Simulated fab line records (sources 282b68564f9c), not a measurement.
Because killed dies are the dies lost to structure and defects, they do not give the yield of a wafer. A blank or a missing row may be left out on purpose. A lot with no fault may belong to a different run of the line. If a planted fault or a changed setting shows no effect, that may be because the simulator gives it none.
8D (eight disciplines) problem report, filled in by code ; flow ritCmos ; the parts of the form that need people (team, actions taken, sign-off) are left out

1. WHAT IS WRONG
Mean of killedAtFrontEnd at RIT_M1_PROBE_99: 40.0 across 6 wafers in 2 lots; on wafers with no fault it is 7.1 (standard deviation 2.8). Measured from the usual mean, that is +12 standard deviations.
First seen on wafer L882.3, day 5 22:58, on prober-01. The record has a number at this step for 9 wafers belonging to 3 lots. By rule, "out" or "out of limits" means more than 4 standard deviations away from the usual mean. Any other wafer with a number is counted as sound.

2. WHAT IT IS, WHAT IT ISN'T
question;is;is not
which readings at this step;killedAtFrontEnd, killedDies;killedAtContacts, killedOpen, killedShort
which lots;L882, L883;L885
which wafers of those lots;all that have a number;-
read on which tools;prober-01, prober-02;-
when;from day 5 22:58;"up to then (0 sound wafers); but 3 sound wafers of L885 came after"

3. WHAT RULES OUT EACH SUSPECT
Counting: any tool at a process step up to the reading is kept as a suspect provided that every lot that is out went through it and no sound lot did after the first of them.
- plasmaAsher-02 at RIT_PSD_STRIP_09 (strips in O2, time 180 s): kept. It ran every lot that is out, first L882 (day 5 13:41), and no sound lot after that.
Remaining after the count: plasmaAsher-02 at RIT_PSD_STRIP_09.

4. THE CAUSE (what the simulator had put in)
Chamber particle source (plasmaAsher-02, RIT_PSD_STRIP_09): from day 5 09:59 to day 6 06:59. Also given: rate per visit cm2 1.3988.
The count eliminated every tool but this one.

5. SEQUENCE OF EFFECTS, ordered by route
Each row: a reading where the mean over the struck wafers with a number is more than 3 standard deviations away from the usual. Scope: only readings with a usual standard deviation given in the record; hours: median across lots of the time from each lot's start at the first step in this table that gives one to its start at this step; sigmas: change in usual standard deviations.
hours;step;reading;usual;on struck wafers;change;sigmas
0;RIT_M1_PROBE_99;killedAtFrontEnd;7.1;40.0;+32.9;+12
0;RIT_M1_PROBE_99;killedDies;7.1;40.0;+32.9;+11
It contains these process steps:
- RIT_M1_PROBE_99

6. HOW IT WOULD HAVE BEEN CAUGHT EARLIER
In this record the first reading out of limits was taken at day 5 22:58, 13 hours after the fault began at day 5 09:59.
Tool readings at RIT_PSD_STRIP_09 with a usual standard deviation given in the record: none out on any struck wafer, hence no alarm at a limit of 4 standard deviations on them.
Among the 2 lots that are out, L883 began RIT_PSD_STRIP_09 on plasmaAsher-02 after day 5 22:58. It would have been spared by a hold on the tool at that moment.
